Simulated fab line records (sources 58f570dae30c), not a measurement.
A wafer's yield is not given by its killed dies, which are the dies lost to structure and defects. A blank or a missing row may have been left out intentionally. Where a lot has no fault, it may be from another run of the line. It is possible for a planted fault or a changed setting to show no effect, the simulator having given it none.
Which tool was responsible? / flow berkeley-cmos170 / 16 lots, 48 wafers sampled, at 2 steps of a route of 331

## WHAT THE GAUGES SHOWED, per wafer
UCB170_PVT_OVL_MEAS_06. Usual: PVT_OVL -1 nm, standard deviation 4.9.
lot=L769; measured=day 6 08:36; on=overlay-02; PVT_OVL (nm)=4 -4 1; flag=
lot=L770; measured=day 6 08:50; on=overlay-01; PVT_OVL (nm)=6 17 6; flag=
lot=L771; measured=day 6 08:58; on=overlay-02; PVT_OVL (nm)=-3 3 3; flag=
lot=L772; measured=day 7 04:28; on=overlay-01; PVT_OVL (nm)=-5 -3 -10; flag=
lot=L773; measured=day 7 17:16; on=overlay-02; PVT_OVL (nm)=0 3 -3; flag=
lot=L774; measured=day 7 17:30; on=overlay-01; PVT_OVL (nm)=0 -1 1; flag=
lot=L775; measured=day 7 17:37; on=overlay-02; PVT_OVL (nm)=3 -2 4; flag=
lot=L777; measured=day 8 10:14; on=overlay-02; PVT_OVL (nm)=-4 -3 -5; flag=
lot=L779; measured=day 8 18:24; on=overlay-02; PVT_OVL (nm)=-4 1 -4; flag=
lot=L780; measured=day 8 18:31; on=overlay-01; PVT_OVL (nm)=-7 -6 -8; flag=
lot=L782; measured=day 9 10:43; on=overlay-02; PVT_OVL (nm)=-3 -3 -1; flag=
lot=L786; measured=day 9 16:38; on=overlay-01; PVT_OVL (nm)=-2 1 4; flag=
lot=L783; measured=day 9 16:50; on=overlay-01; PVT_OVL (nm)=-4 -6 -5; flag=
lot=L789; measured=day 10 11:38; on=overlay-01; PVT_OVL (nm)=-5 -3 -9; flag=
lot=L790; measured=day 10 12:08; on=overlay-02; PVT_OVL (nm)=7 13 5; flag=
lot=L792; measured=day 11 06:40; on=overlay-01; PVT_OVL (nm)=0 5 4; flag=

## WHICH TOOL RAN EACH LOT (tool, then ch and the chambers of the sampled wafers, then the start)
lot=L769; UCB170_NVT_EXPOSE_03=krf-scanner-01 ch 0, day 6 06:30
lot=L770; UCB170_NVT_EXPOSE_03=krf-scanner-02 ch 0, day 6 06:46
lot=L771; UCB170_NVT_EXPOSE_03=krf-scanner-01 ch 0, day 6 07:02
lot=L772; UCB170_NVT_EXPOSE_03=krf-scanner-02 ch 0, day 7 01:47
lot=L773; UCB170_NVT_EXPOSE_03=krf-scanner-02 ch 0, day 7 13:53
lot=L774; UCB170_NVT_EXPOSE_03=krf-scanner-01 ch 0, day 7 14:08
lot=L775; UCB170_NVT_EXPOSE_03=krf-scanner-02 ch 0, day 7 14:24
lot=L777; UCB170_NVT_EXPOSE_03=krf-scanner-01 ch 0, day 8 06:13
lot=L779; UCB170_NVT_EXPOSE_03=krf-scanner-02 ch 0, day 8 15:12
lot=L780; UCB170_NVT_EXPOSE_03=krf-scanner-01 ch 0, day 8 15:24
lot=L782; UCB170_NVT_EXPOSE_03=krf-scanner-01 ch 0, day 9 07:31
lot=L786; UCB170_NVT_EXPOSE_03=krf-scanner-01 ch 0, day 9 12:18
lot=L783; UCB170_NVT_EXPOSE_03=krf-scanner-01 ch 0, day 9 12:23
lot=L789; UCB170_NVT_EXPOSE_03=krf-scanner-01 ch 0, day 10 07:48
lot=L790; UCB170_NVT_EXPOSE_03=krf-scanner-02 ch 0, day 10 08:13
lot=L792; UCB170_NVT_EXPOSE_03=krf-scanner-02 ch 0, day 11 02:44
- UCB170_NVT_EXPOSE_03: exposes mask PWELL, target cd 3000 nm.

## WHAT THE TOOLS THEMSELVES READ (means of the sampled wafers that have a number; where no wafer has one, the mark that the record gives instead)
UCB170_NVT_EXPOSE_03. Usual: exposure-dose-mJ-cm2 29.995, standard deviation 0.03; reticle-temp-C 22.99 C, standard deviation 0.1; stage-vel-mm-s 500.06 mm/s, standard deviation 0.25.
lot=L769; tool=krf-scanner-01; exposure-dose-mJ-cm2=29.998; reticle-temp-C (C)=23.05; stage-vel-mm-s (mm/s)=499.77; flag=
lot=L770; tool=krf-scanner-02; exposure-dose-mJ-cm2=29.961; reticle-temp-C (C)=23.01; stage-vel-mm-s (mm/s)=500.14; flag=
lot=L771; tool=krf-scanner-01; exposure-dose-mJ-cm2=29.988; reticle-temp-C (C)=22.97; stage-vel-mm-s (mm/s)=499.80; flag=
lot=L772; tool=krf-scanner-02; exposure-dose-mJ-cm2=30.001; reticle-temp-C (C)=23.00; stage-vel-mm-s (mm/s)=500.03; flag=
lot=L773; tool=krf-scanner-02; exposure-dose-mJ-cm2=30.025; reticle-temp-C (C)=22.98; stage-vel-mm-s (mm/s)=500.14; flag=
lot=L774; tool=krf-scanner-01; exposure-dose-mJ-cm2=30.004; reticle-temp-C (C)=23.08; stage-vel-mm-s (mm/s)=499.96; flag=
lot=L775; tool=krf-scanner-02; exposure-dose-mJ-cm2=30.010; reticle-temp-C (C)=23.02; stage-vel-mm-s (mm/s)=499.87; flag=
lot=L777; tool=krf-scanner-01; exposure-dose-mJ-cm2=29.975; reticle-temp-C (C)=22.91; stage-vel-mm-s (mm/s)=500.07; flag=
lot=L779; tool=krf-scanner-02; exposure-dose-mJ-cm2=30.020; reticle-temp-C (C)=23.03; stage-vel-mm-s (mm/s)=500.13; flag=
lot=L780; tool=krf-scanner-01; exposure-dose-mJ-cm2=29.981; reticle-temp-C (C)=22.92; stage-vel-mm-s (mm/s)=499.92; flag=
lot=L782; tool=krf-scanner-01; exposure-dose-mJ-cm2=27.421; reticle-temp-C (C)=22.95; stage-vel-mm-s (mm/s)=500.27; flag=OFF
lot=L786; tool=krf-scanner-01; exposure-dose-mJ-cm2=27.484; reticle-temp-C (C)=22.89; stage-vel-mm-s (mm/s)=500.10; flag=OFF
lot=L783; tool=krf-scanner-01; exposure-dose-mJ-cm2=27.437; reticle-temp-C (C)=23.10; stage-vel-mm-s (mm/s)=500.15; flag=OFF
lot=L789; tool=krf-scanner-01; exposure-dose-mJ-cm2=27.439; reticle-temp-C (C)=22.88; stage-vel-mm-s (mm/s)=500.10; flag=OFF
lot=L790; tool=krf-scanner-02; exposure-dose-mJ-cm2=29.988; reticle-temp-C (C)=23.02; stage-vel-mm-s (mm/s)=500.24; flag=
lot=L792; tool=krf-scanner-02; exposure-dose-mJ-cm2=29.986; reticle-temp-C (C)=23.12; stage-vel-mm-s (mm/s)=500.14; flag=

## THE ANSWER, worked out from the rows above alone
Rule: take the mean of a lot's wafers that have a number; if it is more than 3 standard deviations from the usual mean, the lot is off. Also off: a lot with no number at a reading for which 4 or more lots have one. Any other lot the step has rows for is counted as sound. The gauges are gone through in route order, then the tools' own readings, and for those a lot's mean is taken as printed above. At the first step where some lot is off, the reading lying furthest off is the one used; lots without a number count as furthest.
Off: L782, L786, L783, L789 (UCB170_NVT_EXPOSE_03, exposure-dose-mJ-cm2).
A tool fits if, at that step or a process step before it, it ran every lot that is off, and no sound lot after the first of them. One fits: krf-scanner-01 at UCB170_NVT_EXPOSE_03. Its last sound lot is L780 (day 8 15:24), its first lot that is off L782 (day 9 07:31): a fault that began between those two fits.
The tool's own readings at UCB170_NVT_EXPOSE_03 bear it out: on the lots that are off they differ by more than 5 times the standard deviation of the sound lots' means. exposure-dose-mJ-cm2 reads 27.445 there against 29.995 on the sound lots.

## WHAT THE SIMULATOR HAD PUT IN
Drift in process parameters on krf-scanner-01 at UCB170_NVT_EXPOSE_03, starting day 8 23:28. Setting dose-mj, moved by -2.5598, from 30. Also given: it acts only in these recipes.
Struck lots among those shown: L782, L786, L783, L789. The rule above reached the same finding.
